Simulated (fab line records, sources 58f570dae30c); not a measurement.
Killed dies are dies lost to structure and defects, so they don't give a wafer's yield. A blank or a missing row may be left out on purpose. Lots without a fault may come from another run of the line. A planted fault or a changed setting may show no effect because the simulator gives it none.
One fault seen from 2 desks | flow berkeley_cmos170 | each desk has only its own numbers; what lay behind them comes last

THE TOOL OWNER'S DESK: krf_scanner-01
The tool's own readings at UCB170_ACTIVE_EXPOSE_10 (exposes mask ACTIVE, target cd 1200 nm): means of the sampled wafers that have a number, for each lot that ran on this tool. A lot is out of limits, marked OUT, if its mean lies more than 4 standard deviations from the usual mean; the brackets give that distance.
Columns: A = exposure_dose_mJ_cm2 at UCB170_ACTIVE_EXPOSE_10, usual 19.985
lot  | first seen here | A
L620 | day 4 04:13     | 19.983
L621 | day 4 04:20     | 19.981
L625 | day 5 16:25     | 24.349 (+99 or more) OUT
L628 | day 6 09:43     | 23.480 (+99 or more) OUT
L630 | day 6 10:11     | 23.472 (+99 or more) OUT
This desk's finding: out of limits on L625, L628, L630; first on L625, day 5 16:25 (exposure_dose_mJ_cm2 at UCB170_ACTIVE_EXPOSE_10). In limits: L620, L621.

THE METROLOGY DESK
What the gauges read, lot by lot, whatever tool the lot ran on: means of the sampled wafers that have a number. A lot is out of limits, marked OUT, if its mean lies more than 4 standard deviations from the usual mean; the brackets give that distance.
Columns: A = NWELL_TW at UCB170_NWELL_TW_MEAS_16, usual 1255; B = ACTIVE_NITRIDE_THK at UCB170_ACTIVE_THK_MEAS_06, usual 220.2 nm; C = cd_nm at UCB170_ACTIVE_CD_MEAS_13, usual 1200.0 nm
lot  | first seen here | A    | B     | C
L620 | day 2 10:41     | 1256 | 224.3 | 1200.9
L621 | day 2 10:54     | 1248 | 218.2 | 1198.0
L623 | day 2 21:16     | 1253 | 221.0 | 1199.6
L625 | day 3 13:19     | 1262 | 218.1 | 1161.1 (-19) OUT
L628 | day 4 05:36     | 1264 | 220.0 | 1169.8 (-15) OUT
L630 | day 4 10:18     | 1257 | 218.1 | 1174.1 (-13) OUT
L631 | day 4 16:07     | 1249 | 224.6 | 1199.6
L633 | day 5 06:38     | 1258 | 218.5 | 1201.6
L635 | day 5 18:25     | 1258 | 218.9 | 1202.1
L636 | day 5 18:43     | 1262 | 218.4 | 1201.2
L638 | day 6 01:26     | 1247 | 218.0 | 1198.1
L637 | day 6 01:40     | 1247 | 220.0 | 1198.9
L639 | day 6 13:27     | 1252 | 219.5 | 1199.8
L642 | day 6 21:24     | 1264 | 218.3 | 1198.1
L643 | day 7 05:35     | 1256 | 220.8 | 1198.9
This desk's finding: out of limits on L625, L628, L630; first on L625, day 5 16:48 (cd_nm at UCB170_ACTIVE_CD_MEAS_13). In limits: L620, L621, L623, L631, L633, L635, L636, L638, L637, L639, L642, L643.

PUT TOGETHER
The tool owner's desk could have raised an alarm at day 5 16:25, on L625, L628, L630.
The metrology desk could have raised an alarm at day 5 16:48, on L625, L628, L630.
Of the lots named, all ran UCB170_ACTIVE_EXPOSE_10 on krf_scanner-01.

WHAT THE SIMULATOR HAD PUT IN
Process parameter drift: krf_scanner-01, from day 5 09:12 on, at UCB170_ACTIVE_EXPOSE_10. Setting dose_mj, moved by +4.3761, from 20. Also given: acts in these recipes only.
Lots struck among those shown: L625, L628, L630.
Hours from the fault's start to each desk's first reading out of limits: the tool owner's desk, 7; the metrology desk, 8.
